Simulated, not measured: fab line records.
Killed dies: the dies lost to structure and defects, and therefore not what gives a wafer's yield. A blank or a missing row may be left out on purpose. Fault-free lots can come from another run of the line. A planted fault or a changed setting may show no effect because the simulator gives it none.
fab line records	flow rit_cmos
[record] lots = 15	wafers = 45	last_day = 7
route steps=202 shown ACTIVE@4 FOX1@21 NWELL@37 PWELL@48 M1@202
lots with no fault: from the same line, run without faults
start_h: start of the lot's first displayed wafer, in hours after the record's first day	wait_h: time in hours since the lot's previous step	" as in the row above	L1.1+2: one row covering several wafers at once	- no value, or no start given	* or withheld: withheld	< > ~ a bound
route shown NAME@n: a module of which the file shows steps, and the number in the route of the first	usual: mean/standard deviation taken from wafers without a fault	same: alike in all rows	chamber/n: place in a boat	sites: per-site readings	_std_site: how widely they spread, as a standard deviation	_edge_site: outer sites' mean less inner sites'	radius_mm: how far each site lies from the wafer's centre	mask NAME#n: copy n	behind: the last tool/chamber to shape the wafer	hold: why the lot was held/for how many hours/how that ended	device: the transistor (n, p or np) that didn't switch	end of line: the same wafers' tests at the end of the route	a step without rows: its recipe alone	killed: not the wafer's yield, but the dies lost to structure and defects at the first sort	map: a wafer's dies, x killed, . not, _ none there
set.NAME: the setting the step ran with; set.NAME@STEP: the setting that earlier step ran with	model.NAME: the simulator's own value behind a step, which no gauge read
the route's steps for a sample of lots (tables are steps, rows are wafers)
services: from which hour (start_h, from the record's first day; less than 0 if before it) a tool's chamber was out of use, for how many hours, and why
[[steps]]
[step RIT_ACTIVE_CVD_03]
[recipe] material = Si3N4	target_thk_nm = 150	temp_c = 810	precursor = SiH2Cl2/NH3	time_s = 1500	pressure_mtorr = 300	sih2cl2_flow_sccm = 60	nh3_flow_sccm = 150
[usual] sih2cl2_flow_sccm = 60.03/0.17	spike_tc_centre_C = 812.4/1.3	spike_tc_load_C = 833.8/2.3
lot.wafer	tool	chamber	start_h	wait_h	sih2cl2_flow_sccm	spike_tc_centre_C	spike_tc_load_C
L540.1	lpcvd-02	1	17.35	0.1	60.07	812.0	838.3
L540.2	"	1	"	"	60.01	808.1	836.3
L540.6	"	1	"	"	60.16	811.1	839.1
L541.2	lpcvd-01	0	24.53	0.0	59.95	812.6	836.1
L541.4	"	0	"	"	59.92	811.3	835.7
L541.5	"	0	"	"	59.64	812.8	834.8
L542.2	lpcvd-01	0	27.11	0.0	59.98	811.6	835.3
L542.4	"	0	"	"	59.94	812.5	836.3
L542.6	"	0	"	"	59.94	811.5	836.1
L543.1	lpcvd-02	1	32.72	0.1	60.17	810.4	838.9
L543.4	"	1	"	"	60.28	812.8	837.0
L543.6	"	1	"	"	60.02	811.9	838.3
L544.1	lpcvd-01	1	38.51	0.1	59.91	814.2	831.9
L544.3	"	1	"	"	59.80	811.2	830.4
L544.6	"	1	"	"	60.12	812.5	833.2
L546.2	lpcvd-01	1	47.89	0.0	59.99	813.5	831.5
L546.5	"	1	"	"	60.02	814.1	831.4
L546.6	"	1	"	"	59.94	811.7	829.6
L549.3	lpcvd-01	1	63.88	0.0	59.81	813.0	831.1
L549.4	"	1	"	"	60.06	814.2	830.9
L549.5	"	1	"	"	59.98	813.3	830.7
L550.2	lpcvd-02	0	68.26	0.0	60.05	811.3	833.9
L550.3	"	0	"	"	59.97	811.5	834.1
L550.6	"	0	"	"	59.90	810.4	832.5
L552.2	lpcvd-02	0	77.32	0.3	59.85	810.9	833.1
L552.3	"	0	"	"	60.04	811.9	832.4
L552.4	"	0	"	"	59.95	811.6	832.3
L554.1	lpcvd-02	0	87.57	0.5	59.91	812.9	834.0
L554.2	"	0	"	"	60.15	810.9	831.4
L554.6	"	0	"	"	60.23	812.1	834.3
L555.1	lpcvd-02	0	92.93	0.1	59.96	812.1	833.2
L555.3	"	0	"	"	60.14	810.9	832.4
L555.6	"	0	"	"	60.24	810.9	834.5
L556.2	lpcvd-01	0	97.91	0.0	59.87	810.3	835.0
L556.3	"	0	"	"	59.61	812.5	834.7
L556.4	"	0	"	"	60.09	813.8	835.9
L559.1	lpcvd-01	0	112.25	0.1	60.35	812.7	835.5
L559.2	"	0	"	"	60.36	811.1	836.4
L559.5	"	0	"	"	60.28	812.1	836.8
L560.2	lpcvd-02	0	117.11	0.0	60.04	812.3	835.0
L560.4	"	0	"	"	60.04	812.2	832.4
L560.6	"	0	"	"	60.32	811.6	834.2
L561.2	lpcvd-01	0	122.11	0.0	60.21	812.7	835.4
L561.4	"	0	"	"	60.10	812.4	836.2
L561.6	"	0	"	"	59.94	813.4	834.7
[step RIT_ACTIVE_THK_MEAS_04]
[recipe] reads = Si3N4_of_ACTIVE_CVD_03
[usual] ACTIVE_NITRIDE_THK = 149.7/1.5
lot.wafer	tool	chamber	start_h	wait_h	ACTIVE_NITRIDE_THK[nm]
L540.1	film_metro-03	-	18.76	0.0	148.7
L540.2	"	-	"	"	150.3
L540.6	"	-	"	"	149.9
L541.2	film_metro-03	-	25.95	0.0	149.8
L541.4	"	-	"	"	149.6
L541.5	"	-	"	"	148.8
L542.2	film_metro-02	-	29.25	0.0	148.9
L542.4	"	-	"	"	150.1
L542.6	"	-	"	"	150.8
L543.1	film_metro-03	-	34.13	0.0	150.3
L543.4	"	-	"	"	150.1
L543.6	"	-	"	"	151.4
L544.1	film_metro-04	-	39.93	0.0	149.4
L544.3	"	-	"	"	150.1
L544.6	"	-	"	"	148.3
L546.2	film_metro-04	-	49.31	0.0	149.2
L546.5	"	-	"	"	148.7
L546.6	"	-	"	"	147.5
L549.3	film_metro-04	-	65.32	0.0	151.6
L549.4	"	-	"	"	151.6
L549.5	"	-	"	"	150.5
L550.2	film_metro-03	-	70.40	0.0	148.7
L550.3	"	-	"	"	148.9
L550.6	"	-	"	"	149.5
L552.2	film_metro-03	-	78.75	0.0	148.3
L552.3	"	-	"	"	148.1
L552.4	"	-	"	"	148.1
L554.1	film_metro-03	-	88.99	0.0	254.0
L554.2	"	-	"	"	252.8
L554.6	"	-	"	"	254.1
L555.1	film_metro-02	-	94.34	0.0	252.7
L555.3	"	-	"	"	252.6
L555.6	"	-	"	"	252.3
L556.2	film_metro-02	-	99.34	0.0	151.0
L556.3	"	-	"	"	150.6
L556.4	"	-	"	"	149.3
L559.1	film_metro-04	-	113.66	0.0	150.7
L559.2	"	-	"	"	152.1
L559.5	"	-	"	"	151.2
L560.2	film_metro-02	-	118.54	0.0	251.8
L560.4	"	-	"	"	252.1
L560.6	"	-	"	"	250.8
L561.2	film_metro-02	-	123.54	0.0	153.3
L561.4	"	-	"	"	154.7
L561.6	"	-	"	"	153.2
[step RIT_ACTIVE_ETCH_13]
[recipe] stop_on = SiO2	chemistry = SF6	target = Si3N4	time_s = 210	over_etch_frac = 0.4	SF6_flow_sccm = 200	pressure_mtorr = 260	rf_w = 125	target_depth_a = 2100
[usual] drypump_motor_current_A = 5.9/0.34	oes_product_au = 0.818/0.012	throttle_valve_pct = 7.46/0.094
lot.wafer	tool	chamber	start_h	wait_h	drypump_motor_current_A	oes_product_au	rf_hours_counter_h	throttle_valve_pct
L540.1	rie_diel-04	3	20.07	0.1	6.0	0.817	6	7.48
L540.2	"	0	"	"	6.3	0.802	89	7.64
L540.6	"	0	"	"	6.3	0.804	-	7.65
L541.2	rie_diel-04	2	27.12	0.1	5.5	0.819	3	7.48
L541.4	"	1	"	"	5.8	0.816	130	7.46
L541.5	"	0	"	"	6.3	0.801	-	7.64
L542.2	rie_diel-02	0	30.54	0.1	5.9	0.835	165	7.35
L542.4	"	1	"	"	6.4	0.818	58	7.41
L542.6	"	3	"	"	6.3	0.805	-	7.41
L543.1	rie_diel-04	3	35.44	0.1	6.0	0.815	7	7.48
L543.4	"	1	"	"	5.8	0.818	130	7.45
L543.6	"	1	"	"	5.8	0.826	-	7.45
L544.1	rie_diel-04	3	41.18	0.1	6.0	0.810	7	7.49
L544.3	"	0	"	"	6.2	0.799	89	7.65
L544.6	"	0	"	"	6.3	0.801	-	7.65
L546.2	rie_diel-01	0	50.84	0.1	6.4	0.824	88	7.36
L546.5	"	1	"	"	5.3	0.821	-	7.58
L546.6	"	2	"	"	5.7	0.814	-	7.46
L549.3	rie_diel-01	2	66.48	0.1	5.7	0.829	53	7.44
L549.4	"	3	"	"	5.8	0.823	37	7.36
L549.5	"	3	"	"	5.8	0.819	-	7.38
L550.2	rie_diel-04	2	71.69	0.1	5.4	0.827	4	7.47
L550.3	"	0	"	"	6.2	0.797	90	7.66
L550.6	"	2	"	"	5.5	0.819	-	7.49
L552.2	rie_diel-04	0	80.05	0.1	6.3	0.800	90	7.65
L552.3	"	2	"	"	5.5	0.811	4	7.48
L552.4	"	1	"	"	5.8	0.813	131	7.47
L554.1	rie_diel-01	2	90.17	0.1	5.7	1.030	54	7.45
L554.2	"	1	"	"	5.4	1.012	144	7.61
L554.6	"	1	"	"	5.3	1.004	-	7.59
L555.1	rie_diel-01	3	95.60	0.1	5.8	1.000	38	7.38
L555.3	"	2	"	"	5.7	1.026	54	7.48
L555.6	"	2	"	"	5.7	1.024	-	7.45
L556.2	rie_diel-04	0	100.67	0.1	6.3	0.804	90	7.66
L556.3	"	1	"	"	5.8	0.811	131	7.47
L556.4	"	3	"	"	6.0	0.816	8	7.48
L559.1	rie_diel-01	0	114.97	0.1	6.3	0.836	89	7.37
L559.2	"	3	"	"	5.8	0.821	38	7.38
L559.5	"	1	"	"	5.3	0.816	-	7.60
L560.2	rie_diel-04	3	119.83	0.1	6.0	0.987	8	7.49
L560.4	"	0	"	"	6.3	0.987	-	7.65
L560.6	"	3	"	"	6.0	1.001	-	7.47
L561.2	rie_diel-01	3	124.71	0.1	5.8	0.822	38	7.36
L561.4	"	1	"	"	5.3	0.832	145	7.61
L561.6	"	3	"	"	5.9	0.822	-	7.35
[step RIT_FOX1_THK_MEAS_01]
[recipe] reads = SiO2_of_FOX1_OXIDATION_00
[usual] FOX1_OXIDE_THK = 349/4.8
lot.wafer	tool	chamber	start_h	wait_h	FOX1_OXIDE_THK[nm]
L540.1	film_metro-03	-	25.00	0.0	353
L540.2	"	-	"	"	355
L540.6	"	-	"	"	361
L541.2	film_metro-03	-	29.24	0.0	347
L541.4	"	-	"	"	347
L541.5	"	-	"	"	349
L542.2	film_metro-03	-	33.33	0.0	344
L542.4	"	-	"	"	348
L542.6	"	-	"	"	347
L543.1	film_metro-01	-	39.25	0.0	352
L543.4	"	-	"	"	346
L543.6	"	-	"	"	349
L544.1	film_metro-02	-	43.34	0.0	350
L544.3	"	-	"	"	357
L544.6	"	-	"	"	355
L546.2	film_metro-01	-	53.03	0.0	355
L546.5	"	-	"	"	357
L546.6	"	-	"	"	354
L549.3	film_metro-02	-	69.52	0.0	349
L549.4	"	-	"	"	342
L549.5	"	-	"	"	345
L550.2	film_metro-02	-	74.07	0.0	341
L550.3	"	-	"	"	351
L550.6	"	-	"	"	344
L552.2	film_metro-02	-	82.33	0.0	354
L552.3	"	-	"	"	354
L552.4	"	-	"	"	359
L556.2	film_metro-02	-	102.78	0.0	342
L556.3	"	-	"	"	345
L556.4	"	-	"	"	349
L559.1	film_metro-01	-	117.09	0.0	351
L559.2	"	-	"	"	358
L559.5	"	-	"	"	355
L561.2	film_metro-01	-	128.46	0.0	345
L561.4	"	-	"	"	344
L561.6	"	-	"	"	345
[step RIT_NWELL_STRIP_09]
[recipe] chemistry = O2	time_s = 180	resist = NOVOLAK	platen_temp_c = withheld	power_w = 500	pressure_mtorr = 4000	o2_flow_sccm = 4000
[usual] drypump_motor_current_A = 5.8/0.56
lot.wafer	tool	chamber	start_h	wait_h	drypump_motor_current_A	rf_hours_counter_h
L540.1	plasma_asher-02	0	28.76	0.1	5.6	38
L540.2	"	1	"	"	5.4	38
L540.6	"	1	"	"	5.4	-
L541.2	plasma_asher-01	1	33.17	0.1	5.1	23
L541.4	"	1	"	"	5.1	-
L541.5	"	0	"	"	5.8	-
L542.2	plasma_asher-02	1	38.90	0.1	5.4	39
L542.4	"	0	"	"	5.6	-
L542.6	"	0	"	"	5.6	-
L543.1	plasma_asher-04	0	43.16	0.1	5.8	41
L543.4	"	1	"	"	6.8	-
L543.6	"	0	"	"	5.8	-
L544.1	plasma_asher-04	1	47.21	0.1	6.9	42
L544.3	"	0	"	"	5.8	-
L544.6	"	1	"	"	6.9	-
L546.2	plasma_asher-04	1	57.63	0.1	6.9	43
L546.5	"	0	"	"	5.8	-
L546.6	"	1	"	"	6.9	-
L549.3	plasma_asher-02	0	73.42	0.1	5.6	-
L549.4	"	1	"	"	5.4	-
L549.5	"	0	"	"	5.6	-
L550.2	plasma_asher-04	1	77.92	0.1	6.8	45
L550.3	"	1	"	"	6.8	-
L550.6	"	0	"	"	5.8	-
L552.2	plasma_asher-02	0	86.25	0.1	5.6	43
L552.3	"	1	"	"	5.4	-
L552.4	"	0	"	"	5.6	-
L556.2	plasma_asher-02	0	106.65	0.1	5.6	45
L556.3	"	0	"	"	5.6	-
L556.4	"	1	"	"	5.4	-
L559.1	plasma_asher-02	1	120.84	0.1	5.4	47
L559.2	"	0	"	"	5.6	47
L559.5	"	1	"	"	5.4	-
L561.2	plasma_asher-01	0	132.32	0.1	5.8	34
L561.4	"	1	"	"	5.1	-
L561.6	"	1	"	"	5.1	-
[step RIT_PWELL_STRIP_09]
[recipe] chemistry = O2	time_s = 180	resist = NOVOLAK	platen_temp_c = withheld	power_w = 500	pressure_mtorr = 4000	o2_flow_sccm = 4000
[usual] drypump_motor_current_A = 5.34/0.25
lot.wafer	tool	chamber	start_h	wait_h	drypump_motor_current_A	rf_hours_counter_h
L540.1	plasma_asher-02	0	30.31	0.1	5.58	38
L540.2	"	1	"	"	5.46	38
L540.6	"	1	"	"	5.41	-
L541.2	plasma_asher-01	0	34.72	0.1	5.82	23
L541.4	"	0	"	"	5.81	-
L541.5	"	1	"	"	5.08	-
L542.2	plasma_asher-02	0	40.57	0.1	5.59	39
L542.4	"	1	"	"	5.43	-
L542.6	"	0	"	"	5.58	-
L543.1	plasma_asher-03	1	44.91	0.1	5.15	40
L543.4	"	0	"	"	5.14	-
L543.6	"	1	"	"	5.13	-
L544.1	plasma_asher-01	0	48.89	0.1	5.82	25
L544.3	"	0	"	"	5.83	-
L544.6	"	1	"	"	5.08	-
L546.2	plasma_asher-03	1	59.18	0.1	5.17	42
L546.5	"	0	"	"	5.16	-
L546.6	"	1	"	"	5.13	-
L549.3	plasma_asher-03	0	75.10	0.1	5.15	-
L549.4	"	1	"	"	5.12	-
L549.5	"	1	"	"	5.11	-
L550.2	plasma_asher-02	0	79.60	0.1	5.57	43
L550.3	"	0	"	"	5.57	-
L550.6	"	0	"	"	5.55	-
L552.2	plasma_asher-03	0	87.93	0.1	5.15	45
L552.3	"	0	"	"	5.19	-
L552.4	"	1	"	"	5.14	-
L556.2	plasma_asher-02	1	108.35	0.1	5.44	46
L556.3	"	0	"	"	5.59	-
L556.4	"	1	"	"	5.40	-
L559.1	plasma_asher-02	1	122.39	0.1	5.43	47
L559.2	"	0	"	"	5.59	47
L559.5	"	1	"	"	5.45	-
L561.2	plasma_asher-03	0	133.87	0.1	5.17	2
L561.4	"	0	"	"	5.15	-
L561.6	"	0	"	"	5.16	-
[step RIT_M1_PROBE_99]
[usual] killed_at_contacts = 0.0/0.16	killed_at_front_end = 7.1/2.7	killed_dies = 7.2/2.7	killed_on_rim = 1.9/1.2	killed_open = 3.5/1.9	killed_short = 3.6/1.9
[same] gross_dies = 264	killed_at_M0_to_M3 = 0	killed_at_M4_up = 0	killed_at_back_side = 0	killed_at_other = 0
lot.wafer	tool	chamber	start_h	wait_h	killed_at_contacts	killed_at_front_end	killed_dies	killed_on_rim	killed_open	killed_short
L540.1	prober-01	-	66.90	0.1	0	8	8	2	3	5
L540.2	prober-01	-	66.95	0.1	0	12	12	4	4	8
L540.6	prober-01	-	67.15	0.2	0	5	5	2	2	3
L541.2	prober-02	-	72.28	0.1	0	6	6	2	3	3
L541.4	prober-02	-	72.38	0.2	1	6	7	2	4	3
L541.5	prober-02	-	72.43	0.2	0	7	7	5	6	1
L542.2	prober-01	-	75.97	0.1	0	13	13	1	7	6
L542.4	prober-01	-	76.07	0.2	0	7	7	2	6	1
L542.6	prober-01	-	76.17	0.2	0	10	10	3	7	3
L543.1	prober-02	-	82.96	0.1	0	10	10	3	5	5
L543.4	prober-02	-	83.11	0.2	0	9	9	1	7	2
L543.6	prober-02	-	83.21	0.2	0	8	8	2	2	6
L544.1	prober-01	-	88.21	0.1	0	5	5	0	4	1
L544.3	prober-01	-	88.31	0.2	0	6	6	1	6	0
L544.6	prober-01	-	88.46	0.2	0	10	10	3	1	9
L546.2	prober-01	-	97.02	0.1	0	10	10	5	5	5
L546.5	prober-01	-	97.17	0.2	0	8	8	1	4	4
L546.6	prober-01	-	97.22	0.2	0	5	5	2	3	2
L549.3	prober-02	-	112.55	0.2	0	6	6	1	4	2
L549.4	prober-02	-	112.60	0.2	0	4	4	1	2	2
L549.5	prober-02	-	112.65	0.2	0	2	2	0	1	1
L550.2	prober-01	-	116.65	0.1	0	6	6	2	2	4
L550.3	prober-01	-	116.70	0.2	0	13	13	4	5	8
L550.6	prober-01	-	116.85	0.2	0	7	7	2	6	1
L552.2	prober-01	-	124.67	0.1	0	3	3	1	2	1
L552.3	prober-01	-	124.72	0.2	0	7	7	1	3	4
L552.4	prober-01	-	124.77	0.2	0	8	8	2	6	2
L554.1	prober-01	-	136.54	0.1	0	264	264	70	0	5
L554.2	prober-01	-	136.59	0.1	0	264	264	70	2	4
L554.6	prober-01	-	136.79	0.2	0	264	264	70	3	4
L555.1	prober-02	-	138.82	0.1	0	264	264	70	2	6
L555.3	prober-02	-	138.92	0.2	0	264	264	70	6	8
L555.6	prober-02	-	139.07	0.2	0	264	264	70	4	5
L556.2	prober-01	-	145.11	0.1	0	8	8	3	4	4
L556.3	prober-01	-	145.16	0.2	0	8	8	4	3	5
L556.4	prober-01	-	145.21	0.2	0	5	5	0	1	4
L559.1	prober-02	-	158.55	0.1	0	10	10	3	7	3
L559.2	prober-02	-	158.60	0.1	0	9	9	2	6	3
L559.5	prober-02	-	158.75	0.2	0	13	13	4	8	5
L560.2	prober-01	-	163.04	0.1	0	264	264	70	5	4
L560.4	prober-01	-	163.14	0.2	0	264	264	70	7	2
L560.6	prober-01	-	163.24	0.2	0	264	264	70	3	3
L561.2	prober-02	-	171.87	0.1	0	4	4	0	3	1
L561.4	prober-02	-	171.97	0.2	0	4	4	3	2	2
L561.6	prober-02	-	172.07	0.2	0	6	6	1	3	3
// killed by level:class
L540.1 SILICIDE:geometric_particle:short=2 FOX2:geometric_particle:short=1 GATE:geometric_particle:open=1 REOX:geometric_particle:short=1 SPACER:geometric_particle:short=1 SPACER:geometric_particle:open=1 SILICIDE:geometric_particle:open=1
L540.2 SPACER:geometric_particle:short=4 REOX:geometric_particle:short=2 FOX1:geometric_particle:short=1 FOX1:geometric_particle:open=1 GATE:geometric_particle:short=1 GATE:geometric_particle:open=1 REOX:geometric_particle:open=1 SILICIDE:geometric_particle:open=1
L540.6 FOX2:geometric_particle:open=1 GATE:geometric_particle:short=1 GATE:geometric_particle:open=1 SPACER:geometric_particle:short=1 SILICIDE:geometric_particle:short=1
L541.2 GATE:geometric_particle:open=3 GATE:geometric_particle:short=3
L541.4 FOX1:geometric_particle:short=2 GATE:geometric_particle:open=2 FOX1:geometric_particle:open=1 SPACER:geometric_particle:open=1 CONTACT:geometric_particle:short=1
L541.5 REOX:geometric_particle:open=3 FOX1:geometric_particle:open=1 GATE:geometric_particle:open=1 GATE:geometric_particle:short=1 SILICIDE:geometric_particle:open=1
L542.2 SPACER:geometric_particle:open=3 FOX1:geometric_particle:short=2 GATE:geometric_particle:short=2 REOX:geometric_particle:open=2 FOX2:geometric_particle:open=1 GATE:geometric_particle:open=1 SPACER:geometric_particle:short=1 SILICIDE:geometric_particle:short=1
L542.4 REOX:geometric_particle:open=3 GATE:geometric_particle:open=2 REOX:geometric_particle:short=1 SPACER:geometric_particle:open=1
L542.6 GATE:geometric_particle:open=2 SPACER:geometric_particle:open=2 FOX1:geometric_particle:open=1 FOX2:geometric_particle:short=1 FOX2:geometric_particle:open=1 REOX:geometric_particle:open=1 SPACER:geometric_particle:short=1 SILICIDE:geometric_particle:short=1
L543.1 GATE:geometric_particle:short=2 FOX1:geometric_particle:open=1 FOX1:geometric_particle:short=1 FOX2:geometric_particle:open=1 FOX2:geometric_particle:short=1 GATE:geometric_particle:open=1 REOX:geometric_particle:open=1 SPACER:geometric_particle:short=1
L543.4 SPACER:geometric_particle:open=2 SILICIDE:geometric_particle:open=2 FOX1:geometric_particle:open=1 FOX2:geometric_particle:open=1 GATE:geometric_particle:open=1 GATE:geometric_particle:short=1 SPACER:geometric_particle:short=1
L543.6 GATE:geometric_particle:short=3 SILICIDE:geometric_particle:short=2 FOX2:geometric_particle:open=1 GATE:geometric_particle:open=1 SPACER:geometric_particle:short=1
L544.1 REOX:geometric_particle:open=2 FOX2:geometric_particle:open=1 GATE:geometric_particle:open=1 GATE:geometric_particle:short=1
L544.3 GATE:geometric_particle:open=3 FOX2:geometric_particle:open=1 REOX:geometric_particle:open=1 SPACER:geometric_particle:open=1
L544.6 GATE:geometric_particle:short=4 SPACER:geometric_particle:short=2 ACTIVE:geometric_particle:short=1 FOX1:geometric_particle:short=1 GATE:geometric_particle:open=1 REOX:geometric_particle:short=1
L546.2 GATE:geometric_particle:short=3 GATE:geometric_particle:open=2 FOX1:geometric_particle:open=1 FOX1:geometric_particle:short=1 FOX2:geometric_particle:open=1 SILICIDE:geometric_particle:open=1 SILICIDE:geometric_particle:short=1
L546.5 FOX1:geometric_particle:short=2 REOX:geometric_particle:open=2 SILICIDE:geometric_particle:short=2 FOX2:geometric_particle:open=1 SILICIDE:geometric_particle:open=1
L546.6 GATE:geometric_particle:open=2 FOX2:geometric_particle:short=1 GATE:geometric_particle:short=1 SILICIDE:geometric_particle:open=1
L549.3 GATE:geometric_particle:open=2 FOX1:geometric_particle:open=1 GATE:geometric_particle:short=1 SILICIDE:geometric_particle:short=1 SILICIDE:geometric_particle:open=1
L549.4 GATE:geometric_particle:short=2 FOX1:geometric_particle:open=1 GATE:geometric_particle:open=1
L549.5 GATE:geometric_particle:open=1 GATE:geometric_particle:short=1
L550.2 FOX1:geometric_particle:short=2 SPACER:geometric_particle:short=2 FOX1:geometric_particle:open=1 SPACER:geometric_particle:open=1
L550.3 SPACER:geometric_particle:short=4 GATE:geometric_particle:short=2 GATE:geometric_particle:open=2 FOX1:geometric_particle:open=1 FOX1:geometric_particle:short=1 FOX2:geometric_particle:short=1 SPACER:geometric_particle:open=1 SILICIDE:geometric_particle:open=1
L550.6 REOX:geometric_particle:open=3 FOX1:geometric_particle:open=1 FOX1:geometric_particle:short=1 SPACER:geometric_particle:open=1 SILICIDE:geometric_particle:open=1
L552.2 FOX1:geometric_particle:short=1 REOX:geometric_particle:open=1 SPACER:geometric_particle:open=1
L552.3 FOX2:geometric_particle:short=2 FOX1:geometric_particle:open=1 FOX1:geometric_particle:short=1 FOX2:geometric_particle:open=1 GATE:geometric_particle:short=1 REOX:geometric_particle:open=1
L552.4 SPACER:geometric_particle:open=4 FOX1:geometric_particle:short=1 FOX1:geometric_particle:open=1 FOX2:geometric_particle:short=1 GATE:geometric_particle:open=1
L554.1 ACTIVE:area_etch=259 GATE:geometric_particle:short=3 FOX2:geometric_particle:short=1 SPACER:geometric_particle:short=1
L554.2 ACTIVE:area_etch=258 GATE:geometric_particle:short=2 SILICIDE:geometric_particle:short=2 FOX1:geometric_particle:open=1 SILICIDE:geometric_particle:open=1
L554.6 ACTIVE:area_etch=257 GATE:geometric_particle:short=3 GATE:geometric_particle:open=2 REOX:geometric_particle:open=1 SPACER:geometric_particle:short=1
L555.1 ACTIVE:area_etch=256 GATE:geometric_particle:short=3 FOX2:geometric_particle:short=2 GATE:geometric_particle:open=2 REOX:geometric_particle:short=1
L555.3 ACTIVE:area_etch=250 SILICIDE:geometric_particle:open=3 FOX2:geometric_particle:short=2 GATE:geometric_particle:open=2 REOX:geometric_particle:short=2 SPACER:geometric_particle:short=2 FOX1:geometric_particle:open=1 GATE:geometric_particle:short=1
L555.6 ACTIVE:area_etch=255 FOX2:geometric_particle:short=3 GATE:geometric_particle:open=3 FOX1:geometric_particle:short=1 GATE:geometric_particle:short=1 SILICIDE:geometric_particle:open=1
L556.2 FOX2:geometric_particle:short=2 SPACER:geometric_particle:open=2 FOX1:geometric_particle:short=1 GATE:geometric_particle:open=1 SPACER:geometric_particle:short=1 SILICIDE:geometric_particle:open=1
L556.3 REOX:geometric_particle:short=2 GATE:geometric_particle:short=1 GATE:geometric_particle:open=1 REOX:geometric_particle:open=1 SPACER:geometric_particle:short=1 SILICIDE:geometric_particle:open=1 SILICIDE:geometric_particle:short=1
L556.4 GATE:geometric_particle:short=3 SILICIDE:geometric_particle:short=1 SILICIDE:geometric_particle:open=1
L559.1 GATE:geometric_particle:open=5 GATE:geometric_particle:short=2 REOX:geometric_particle:short=1 REOX:geometric_particle:open=1 SILICIDE:geometric_particle:open=1
L559.2 GATE:geometric_particle:open=4 GATE:geometric_particle:short=2 REOX:geometric_particle:open=2 REOX:geometric_particle:short=1
L559.5 GATE:geometric_particle:open=4 FOX1:geometric_particle:open=2 GATE:geometric_particle:short=2 FOX1:geometric_particle:short=1 FOX2:geometric_particle:open=1 REOX:geometric_particle:short=1 SPACER:geometric_particle:short=1 SILICIDE:geometric_particle:open=1
L560.2 ACTIVE:area_etch=254 FOX1:geometric_particle:open=3 FOX1:geometric_particle:short=1 FOX2:geometric_particle:short=1 GATE:geometric_particle:short=1 REOX:geometric_particle:open=1 SPACER:geometric_particle:open=1 SPACER:geometric_particle:short=1
L560.4 ACTIVE:area_etch=254 GATE:geometric_particle:open=2 SPACER:geometric_particle:open=2 FOX1:geometric_particle:open=1 GATE:geometric_particle:short=1 REOX:geometric_particle:open=1 SILICIDE:geometric_particle:open=1 SILICIDE:geometric_particle:short=1
L560.6 ACTIVE:area_etch=258 FOX2:geometric_particle:open=1 FOX2:geometric_particle:short=1 GATE:geometric_particle:short=1 GATE:geometric_particle:open=1 REOX:geometric_particle:short=1 REOX:geometric_particle:open=1
L561.2 GATE:geometric_particle:open=1 GATE:geometric_particle:short=1 REOX:geometric_particle:open=1 SPACER:geometric_particle:open=1
L561.4 REOX:geometric_particle:short=2 FOX1:geometric_particle:open=1 GATE:geometric_particle:open=1
L561.6 GATE:geometric_particle:open=2 FOX1:geometric_particle:short=1 GATE:geometric_particle:short=1 REOX:geometric_particle:open=1 REOX:geometric_particle:short=1
[[services]]
tool	chamber	start_h	hours	kind
plasma_asher-02	-	-6.58	0.4	repair
rie_diel-04	1	-5.39	3.0	repair
rie_diel-01	1	-4.25	1.6	repair
rie_diel-04	0	0.23	6.1	repair
rie_diel-04	2	10.36	12.4	repair
rie_diel-04	1	39.31	4.1	repair
plasma_asher-01	-	40.98	2.3	repair
plasma_asher-02	-	41.58	7.8	repair
lpcvd-01	-	71.93	17.2	pm
rie_diel-02	0	76.36	-	clean
rie_diel-02	0	76.36	14.8	scheduled_down
rie_diel-02	0	76.36	14.8	vent_cycle
rie_diel-02	3	87.02	10.5	repair
rie_diel-01	1	95.27	5.7	repair
plasma_asher-03	-	108.75	9.0	pm
plasma_asher-03	0	108.75	9.0	vent_cycle
plasma_asher-03	1	108.75	9.0	vent_cycle
plasma_asher-02	-	109.58	2.8	pm
rie_diel-02	-	115.48	14.6	pm
plasma_asher-03	0	117.75	-	clean
plasma_asher-03	1	117.75	-	clean
rie_diel-04	1	119.63	19.8	repair
lpcvd-02	-	121.59	6.0	pm
[[key]]
[first_sign] step = RIT_ACTIVE_THK_MEAS_04	reading = ACTIVE_NITRIDE_THK	direction = up	sigmas = 67	usual = 149.7	struck = 252.6
[effect] step = RIT_ACTIVE_ETCH_13	reading = oes_product_au	direction = up	sigmas = 16	usual = 0.818	struck = 1.008
[effect] step = RIT_M1_PROBE_99	reading = killed_at_front_end	direction = up	sigmas = 95	usual = 7.1	struck = 264
[more_kills_born_at] RIT_ACTIVE_ETCH_13@rie_diel-01 = 1535	RIT_ACTIVE_ETCH_13@rie_diel-04 = 766
met_at RIT_ACTIVE_CVD_03
struck_lots L554,L555,L560
later_rows_left_out L554.1,L554.2,L554.6,L555.1,L555.3,L555.6,L560.2,L560.4,L560.6
tester_left_out L554,L555,L560
not_acting_at RIT_FOX1_THK_MEAS_01,RIT_NWELL_STRIP_09,RIT_PWELL_STRIP_09
onset_between 77.32 87.57
[fault] kind = process_parameter_drift	tool = lpcvd-02	chamber = -	onset_h = 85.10	steps = RIT_ACTIVE_CVD_03	channel = target_thk_nm	offset = 103.31	shape = step	end_h = 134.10	acts_in = these_recipes_only	stated = 150
// tester_left_out: of these lots the tester's yield and bins aren't shown, on N5 and GAA mostly nor the transistor test; their killed dies are dies lost to structure and defects alone, not to doping, threshold or leakage, so they don't give the yield
// later_rows_left_out: the simulator's readings of these wafers behind a module that went badly wrong aren't trusted and aren't shown, but for the sort
